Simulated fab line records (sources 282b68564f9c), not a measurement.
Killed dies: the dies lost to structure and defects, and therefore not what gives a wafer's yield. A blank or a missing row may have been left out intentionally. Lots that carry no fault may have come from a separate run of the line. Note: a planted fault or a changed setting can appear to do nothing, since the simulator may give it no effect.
What tool caused it? / flow rit-cmos / 13 lots, 39 wafers sampled, at 3 steps of a route of 202

WHAT THE GAUGES SHOWED, per wafer
RIT_PLDD_OVL_MEAS_06. Usual: for PLDD_OVL the level is -0.4 nm and the standard deviation is 1.4.
lot=L266; measured=day 3 07:01; on=overlay-01; PLDD_OVL (nm)=-0.2 -0.2 -1.0; flag=
lot=L267; measured=day 3 09:25; on=overlay-02; PLDD_OVL (nm)=-2.7 -2.4 -3.2; flag=
lot=L269; measured=day 3 20:23; on=overlay-01; PLDD_OVL (nm)=-0.9 -1.5 -2.8; flag=
lot=L270; measured=day 4 05:37; on=overlay-02; PLDD_OVL (nm)=0.3 -1.4 -2.9; flag=
lot=L271; measured=day 4 07:42; on=overlay-01; PLDD_OVL (nm)=-2.0 -1.3 -2.1; flag=
lot=L273; measured=day 4 18:24; on=overlay-02; PLDD_OVL (nm)=0.8 -1.0 0.0; flag=
lot=L274; measured=day 4 22:47; on=overlay-01; PLDD_OVL (nm)=1.3 -0.9 -1.4; flag=
lot=L276; measured=day 5 09:31; on=overlay-02; PLDD_OVL (nm)=- - -; flag=OFF
lot=L283; measured=day 7 13:56; on=overlay-02; PLDD_OVL (nm)=2.4 1.4 2.9; flag=
lot=L284; measured=day 7 21:21; on=overlay-02; PLDD_OVL (nm)=0.1 0.0 -0.6; flag=
lot=L285; measured=day 7 21:30; on=overlay-01; PLDD_OVL (nm)=0.7 0.6 -0.8; flag=
lot=L286; measured=day 8 02:01; on=overlay-02; PLDD_OVL (nm)=0.1 0.2 2.4; flag=
lot=L287; measured=day 8 11:25; on=overlay-02; PLDD_OVL (nm)=-0.5 -1.5 -1.5; flag=

RIT_PLDD_TW_MEAS_10. Usual: for PLDD_TW the level is 2366 and the standard deviation is 25.
lot=L266; measured=day 3 07:32; on=film-metro-02; PLDD_TW=2350 2359 2363; flag=
lot=L267; measured=day 3 09:55; on=film-metro-03; PLDD_TW=2402 2405 2406; flag=
lot=L269; measured=day 3 20:54; on=film-metro-02; PLDD_TW=2364 2359 2354; flag=
lot=L270; measured=day 4 06:07; on=film-metro-03; PLDD_TW=2376 2387 2404; flag=
lot=L271; measured=day 4 08:13; on=film-metro-01; PLDD_TW=2359 2361 2355; flag=
lot=L273; measured=day 4 18:55; on=film-metro-02; PLDD_TW=2364 2369 2368; flag=
lot=L274; measured=day 4 23:17; on=film-metro-03; PLDD_TW=2407 2402 2408; flag=
lot=L276; measured=day 5 10:02; on=film-metro-02; PLDD_TW=30 30 30; flag=OFF
lot=L283; measured=day 7 14:27; on=film-metro-01; PLDD_TW=2338 2338 2331; flag=
lot=L284; measured=day 7 21:53; on=film-metro-01; PLDD_TW=2350 2333 2340; flag=
lot=L285; measured=day 7 22:01; on=film-metro-02; PLDD_TW=2358 2350 2342; flag=
lot=L286; measured=day 8 02:32; on=film-metro-03; PLDD_TW=2400 2420 2417; flag=
lot=L287; measured=day 8 11:56; on=film-metro-03; PLDD_TW=2410 2399 2414; flag=

WHICH TOOL RAN EACH LOT (tool, then ch and the chambers of the sampled wafers, then the start)
lot=L266; RIT_PLDD_EXPOSE_03=iline-stepper-02 ch 0, day 3 06:30
lot=L267; RIT_PLDD_EXPOSE_03=iline-stepper-01 ch 0, day 3 09:01
lot=L269; RIT_PLDD_EXPOSE_03=iline-stepper-02 ch 0, day 3 19:59
lot=L270; RIT_PLDD_EXPOSE_03=iline-stepper-02 ch 0, day 4 05:07
lot=L271; RIT_PLDD_EXPOSE_03=iline-stepper-01 ch 0, day 4 07:20
lot=L273; RIT_PLDD_EXPOSE_03=iline-stepper-02 ch 0, day 4 18:01
lot=L274; RIT_PLDD_EXPOSE_03=iline-stepper-01 ch 0, day 4 22:23
lot=L276; RIT_PLDD_EXPOSE_03=iline-stepper-01 ch 0, day 5 09:08
lot=L283; RIT_PLDD_EXPOSE_03=iline-stepper-01 ch 0, day 7 13:20
lot=L284; RIT_PLDD_EXPOSE_03=iline-stepper-01 ch 0, day 7 20:58
lot=L285; RIT_PLDD_EXPOSE_03=iline-stepper-01 ch 0, day 7 21:07
lot=L286; RIT_PLDD_EXPOSE_03=iline-stepper-01 ch 0, day 8 01:38
lot=L287; RIT_PLDD_EXPOSE_03=iline-stepper-01 ch 0, day 8 10:49
- RIT_PLDD_EXPOSE_03: exposes mask M8, target cd 40900 nm.

AS READ BY THE TOOLS THEMSELVES (means over the sampled wafers that have a number; for cases with no such wafer, the mark the record gives instead)
RIT_PLDD_EXPOSE_03. Usual: exposure-dose-mJ-cm2 250.01, standard deviation 0.27; stage-vel-mm-s 500.00 mm/s, standard deviation 0.27.
lot=L266; tool=iline-stepper-02; exposure-dose-mJ-cm2=249.96; stage-vel-mm-s (mm/s)=500.02; flag=
lot=L267; tool=iline-stepper-01; exposure-dose-mJ-cm2=250.11; stage-vel-mm-s (mm/s)=499.92; flag=
lot=L269; tool=iline-stepper-02; exposure-dose-mJ-cm2=250.14; stage-vel-mm-s (mm/s)=500.03; flag=
lot=L270; tool=iline-stepper-02; exposure-dose-mJ-cm2=249.80; stage-vel-mm-s (mm/s)=500.04; flag=
lot=L271; tool=iline-stepper-01; exposure-dose-mJ-cm2=250.26; stage-vel-mm-s (mm/s)=500.29; flag=
lot=L273; tool=iline-stepper-02; exposure-dose-mJ-cm2=249.84; stage-vel-mm-s (mm/s)=499.89; flag=
lot=L274; tool=iline-stepper-01; exposure-dose-mJ-cm2=249.95; stage-vel-mm-s (mm/s)=500.15; flag=
lot=L276; tool=iline-stepper-01; exposure-dose-mJ-cm2=250.39; stage-vel-mm-s (mm/s)=499.92; flag=
lot=L283; tool=iline-stepper-01; exposure-dose-mJ-cm2=249.74; stage-vel-mm-s (mm/s)=499.80; flag=
lot=L284; tool=iline-stepper-01; exposure-dose-mJ-cm2=250.30; stage-vel-mm-s (mm/s)=499.89; flag=
lot=L285; tool=iline-stepper-01; exposure-dose-mJ-cm2=249.83; stage-vel-mm-s (mm/s)=500.10; flag=
lot=L286; tool=iline-stepper-01; exposure-dose-mJ-cm2=250.05; stage-vel-mm-s (mm/s)=500.25; flag=
lot=L287; tool=iline-stepper-01; exposure-dose-mJ-cm2=249.95; stage-vel-mm-s (mm/s)=499.89; flag=

THE ANSWER, worked out from the rows above alone
Rule: take the mean of a lot's wafers that have a number; if it is more than 3 standard deviations from the usual mean, the lot is off. A lot without any number at a reading at which 4 lots or more have one is off too. Any other lot the step has rows for is counted as sound. After the gauges, taken in route order, come the tools' own readings; for these a lot's mean is taken, as printed above. The first step at which some lot is off is used, and at that step the reading that is off furthest; a lot without a number counts as furthest.
Off: L276, seen at RIT_PLDD_OVL_MEAS_06 (PLDD_OVL). Without a number there: L276.
A tool fits if, at a process step before that reading, it ran every lot that is off, and no sound lot after the first of them. Not tried: the gauges at RIT_PLDD_OVL_MEAS_06; whatever is off there is also off at RIT_PLDD_TW_MEAS_10, on other tools, and gauge error can't account for it. None of those tried fits.

WHAT THE SIMULATOR PUT IN
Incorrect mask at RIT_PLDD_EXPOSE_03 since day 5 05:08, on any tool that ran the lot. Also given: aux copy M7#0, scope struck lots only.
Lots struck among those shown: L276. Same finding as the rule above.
